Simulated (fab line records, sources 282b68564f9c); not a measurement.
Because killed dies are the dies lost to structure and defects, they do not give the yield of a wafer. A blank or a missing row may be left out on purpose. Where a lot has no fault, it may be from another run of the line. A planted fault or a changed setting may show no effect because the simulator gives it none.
8D (eight disciplines) problem report, filled in by code	flow rit-cmos	the parts of the form that need people (team, actions taken, sign-off) are left out

== 1. THE ISSUE ==
Mean PLDD_TW at RIT_PLDD_TW_MEAS_10: 30 over 9 wafers in 3 lots; fault-free wafers: 2348, standard deviation 14. So: -99 or more standard deviations from the usual mean.
The first sign was on wafer L126.1 at day 5 04:08, on film-metro-03. Wafers with a number at this step in the record: 45, from 15 lots. Rule for "out" (also "out of limits"): further than 4 standard deviations from the usual mean. The other wafers with a number count as sound.

== 2. WHAT IT IS, WHAT IT ISN'T ==
question	is	is not
which readings at this step	PLDD_TW	-
which lots	L126, L129, L130	L117, L118, L119, L120, L121, L122, L123, L131, L134, L136, L137, L138
which wafers of those lots	all that have a number	-
read on which gauges	film-metro-02, film-metro-03	film-metro-01
when	from day 5 04:08	up to then (21 sound wafers); but 15 sound wafers of L131, L134, L136, L137, L138 came after

== 3. SUSPECTS, AND WHAT RULES EACH OUT ==
Counting: any tool at a process step up to the reading is kept as a suspect provided that every lot that is out went through it and no sound lot did after the first of them.
- the gauge at RIT_PLDD_TW_MEAS_10: ruled out. 2 gauges (film-metro-02, film-metro-03) read the wafers that are out.
- litho-track-01 at RIT_PLDD_DEVELOP_05 (develop time 50 s): kept. It processed each lot that is out, first L126 at day 5 03:00, and no sound lot thereafter; up to then, the last sound lot it processed was L123 at day 4 11:00.
The count leaves litho-track-01 at RIT_PLDD_DEVELOP_05.

== 4. THE CAUSE (what the simulator had put in) ==
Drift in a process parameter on litho-track-01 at RIT_PLDD_DEVELOP_05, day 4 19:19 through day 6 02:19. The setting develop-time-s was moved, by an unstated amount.
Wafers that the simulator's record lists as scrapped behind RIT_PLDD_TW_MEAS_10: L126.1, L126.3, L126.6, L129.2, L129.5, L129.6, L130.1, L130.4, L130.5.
The count eliminated every tool but this one.

== 5. THE CHAIN OF EFFECTS, in route order ==
Rows list readings where the struck wafers' mean (over those with a number) sits beyond 3 standard deviations from the usual. Scope: only readings with a usual standard deviation given in the record; hours: median across lots of the time from each lot's start at the first step in this table that gives one to its start at this step; sigmas: change in usual standard deviations.
hours	step	reading	usual	on struck wafers	change	sigmas
0	RIT_PLDD_TW_MEAS_10	PLDD_TW	2348	30	-2318	-99 or more

== 6. WHAT WOULD HAVE CAUGHT IT SOONER ==
In this record the first reading out of limits at a measuring or inspecting step was taken at day 5 04:08, 9 hours after the fault began at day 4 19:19.
Among the 3 lots that are out, L129, L130 began RIT_PLDD_DEVELOP_05 on litho-track-01 after day 5 04:08. A hold on the tool at that time would have spared those 2.
